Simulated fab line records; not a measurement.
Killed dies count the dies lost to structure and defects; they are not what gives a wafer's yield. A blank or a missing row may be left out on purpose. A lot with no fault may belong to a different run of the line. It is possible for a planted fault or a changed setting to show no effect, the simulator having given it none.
Which tool is to blame?	flow berkeley-cmos170	13 lots, 39 wafers sampled, at 6 steps of a route of 331

## WHAT EACH GAUGE READ, for each wafer
UCB170_PWELL_THK_MEAS_06. Usual: for PWELL_NITRIDE_THK the level is 219.7 nm and the standard deviation is 2.1.
lot	measured	on	PWELL_NITRIDE_THK (nm)	flag
L797	day 3 12:28	film-metro-02	219.8 218.6 218.8	
L796	day 3 12:28	film-metro-04	222.4 219.8 221.9	
L798	day 4 04:14	film-metro-02	216.1 217.9 217.3	
L799	day 4 04:14	film-metro-04	217.7 217.9 217.6	
L801	day 4 11:46	film-metro-02	220.5 219.0 220.6	
L805	day 5 11:04	film-metro-02	218.1 219.3 217.2	
L808	day 6 11:12	film-metro-02	220.3 221.9 220.2	
L810	day 6 11:13	film-metro-03	219.5 223.0 221.2	
L811	day 6 18:46	film-metro-04	220.6 220.8 220.1	
L814	day 7 11:29	film-metro-02	224.3 221.5 220.1	
L816	day 7 19:45	film-metro-03	216.5 215.3 217.1	
L817	day 7 19:45	film-metro-04	220.2 218.8 219.3	
L818	day 8 11:50	film-metro-04	219.4 219.4 219.6	

UCB170_NSD_CD_MEAS_06: target cd 1200 nm. Usual: cd-nm at 1200.0 nm, with a standard deviation of 1.2.
lot	measured	on	cd-nm (nm)	flag
L797	day 8 03:31	cd-sem-01	1198.8 1199.6 1200.9	
L796	day 8 03:25	cd-sem-01	1199.2 1200.2 1198.7	
L798	day 8 19:34	cd-sem-02	1200.7 1200.6 1201.8	
L799	day 8 20:17	cd-sem-02	1199.9 1199.0 1199.5	
L801	day 9 04:48	cd-sem-01	- - -	OFF
L805	day 10 12:07	cd-sem-02	1201.8 1200.4 1201.3	
L808	day 11 13:23	cd-sem-01	1201.8 1200.0 1201.4	
L810	day 11 13:52	cd-sem-01	1199.2 1199.8 1199.6	
L811	day 11 14:28	cd-sem-01	1201.2 1201.9 1201.5	
L814	day 12 20:50	cd-sem-01	1199.0 1198.0 1198.5	
L816	day 12 21:20	cd-sem-01	1197.3 1198.8 1199.7	
L817	day 12 21:11	cd-sem-01	1198.4 1198.9 1198.4	
L818	day 13 23:53	cd-sem-01	1198.6 1199.8 1202.3	

UCB170_NSD_TW_MEAS_10. Usual: for NSD_TW the level is 4208 and the standard deviation is 41.
lot	measured	on	NSD_TW	flag
L797	day 8 03:55	film-metro-01	4166 4177 4162	
L796	day 8 03:49	film-metro-03	4181 4195 4187	
L798	day 8 19:58	film-metro-03	4195 4182 4191	
L799	day 8 20:41	film-metro-01	4166 4164 4144	
L801	day 9 05:11	film-metro-04	31 31 30	OFF
L805	day 10 12:32	film-metro-01	4168 4181 4187	
L808	day 11 13:47	film-metro-01	4193 4200 4214	
L810	day 11 14:16	film-metro-04	4267 4262 4267	
L811	day 11 14:52	film-metro-04	4238 4260 4259	
L814	day 12 21:14	film-metro-03	4208 4200 4194	
L816	day 12 21:46	film-metro-03	4202 4184 4191	
L817	day 12 21:34	film-metro-01	4214 4218 4199	
L818	day 14 00:17	film-metro-03	4232 4199 4186	

UCB170_SDANNEAL_RS_MEAS_03: uses a four-point probe to measure. Usual: for NSD_RS the level is 37.62 ohm/sq and the standard deviation is 0.092.
lot	measured	on	NSD_RS (ohm/sq)	flag
L797	day 8 05:34	film-metro-04	37.50 37.52 37.43	
L796	day 8 05:16	film-metro-01	37.71 37.67 37.70	
L798	day 8 21:15	film-metro-03	37.72 37.67 37.72	
L799	day 8 22:17	film-metro-04	37.68 37.64 37.56	
L801	day 9 06:27	film-metro-03	37.51 37.55 37.56	
L805	day 10 14:20	film-metro-01	37.59 37.55 37.60	
L808	day 11 14:59	film-metro-01	37.79 37.60 37.69	
L810	day 11 15:32	film-metro-04	37.59 37.71 37.69	
L811	day 11 16:11	film-metro-01	37.64 37.54 37.68	
L814	day 12 22:43	film-metro-01	37.79 37.65 37.66	
L816	day 12 23:12	film-metro-04	37.66 37.54 37.68	
L817	day 12 22:49	film-metro-03	37.63 37.47 37.66	
L818	day 14 01:59	film-metro-01	37.72 37.67 37.66	

## WHICH TOOL RAN EACH LOT (tool, then ch and the chambers of the sampled wafers, then the start)
lot	UCB170_NSD_EXPOSE_03	UCB170_SDANNEAL_RTA_00
L797	krf-scanner-02 ch 0, day 8 02:49	rtp-anneal-02 ch 0, day 8 05:19
L796	krf-scanner-01 ch 0, day 8 02:35	rtp-anneal-01 ch 0, day 8 05:01
L798	krf-scanner-02 ch 0, day 8 19:10	rtp-anneal-01 ch 0, day 8 21:01
L799	krf-scanner-01 ch 0, day 8 19:46	rtp-anneal-01 ch 0, day 8 22:02
L801	krf-scanner-01 ch 0, day 9 04:24	rtp-anneal-01 ch 0, day 9 06:10
L805	krf-scanner-01 ch 0, day 10 11:31	rtp-anneal-01 ch 0, day 10 13:52
L808	krf-scanner-02 ch 0, day 11 12:40	rtp-anneal-01 ch 0, day 11 14:45
L810	krf-scanner-01 ch 0, day 11 13:20	rtp-anneal-01 ch 0, day 11 15:15
L811	krf-scanner-02 ch 0, day 11 13:49	rtp-anneal-01 ch 0, day 11 15:55
L814	krf-scanner-02 ch 0, day 12 20:26	rtp-anneal-02 ch 0, day 12 22:21
L816	krf-scanner-01 ch 0, day 12 20:56	rtp-anneal-02 ch 0, day 12 22:50
L817	krf-scanner-01 ch 0, day 12 20:47	rtp-anneal-01 ch 0, day 12 22:34
L818	krf-scanner-01 ch 0, day 13 23:20	rtp-anneal-01 ch 0, day 14 01:44
- UCB170_NSD_EXPOSE_03: exposes mask NSELECT MOD, target cd 1200 nm.
- UCB170_SDANNEAL_RTA_00: time 10 s.

## AS READ BY THE TOOLS THEMSELVES (means over the sampled wafers that have a number; for cases with no such wafer, the mark the record gives instead)
UCB170_SDANNEAL_RTA_00. Usual: lamp-power-pct 22.8 %, standard deviation 1.2; wafer_temp_C_max 902.9, standard deviation 0.75.
lot	tool	lamp-power-pct (%)	wafer_temp_C_max	flag
L797	rtp-anneal-02	24.1	903.6	
L796	rtp-anneal-01	21.7	902.1	
L798	rtp-anneal-01	21.7	902.6	
L799	rtp-anneal-01	21.7	902.7	
L801	rtp-anneal-01	21.7	902.7	
L805	rtp-anneal-01	21.7	902.6	
L808	rtp-anneal-01	21.7	903.0	
L810	rtp-anneal-01	21.7	902.3	
L811	rtp-anneal-01	21.7	901.9	
L814	rtp-anneal-02	24.1	903.3	
L816	rtp-anneal-02	24.1	902.8	
L817	rtp-anneal-01	21.7	903.1	
L818	rtp-anneal-01	21.7	902.8	

## THE ANSWER, worked out from the rows above alone
Rule: a lot counts as off when the mean over its wafers that have a number is more than 3 standard deviations away from the usual mean. Also off: a lot with no number at a reading for which 4 or more lots have one. Where the step has rows for the other lots, those lots are counted as sound. After the gauges, taken in route order, come the tools' own readings; for these a lot's mean is taken, as printed above. The first step at which some lot is off is used, and at that step the reading that is off furthest; a lot without a number counts as furthest.
Off at UCB170_NSD_CD_MEAS_06 (cd-nm): L801. Without a number there: L801.
A tool fits if, at a process step before that reading, it ran every lot that is off, and no sound lot after the first of them. The gauges at UCB170_NSD_CD_MEAS_06 aren't tried: what is off there is off at UCB170_NSD_TW_MEAS_10 too, on other tools, and a gauge's error can't cause that. Not one of the candidates tried fits.

## WHAT HAD BEEN PUT IN BY THE SIMULATOR
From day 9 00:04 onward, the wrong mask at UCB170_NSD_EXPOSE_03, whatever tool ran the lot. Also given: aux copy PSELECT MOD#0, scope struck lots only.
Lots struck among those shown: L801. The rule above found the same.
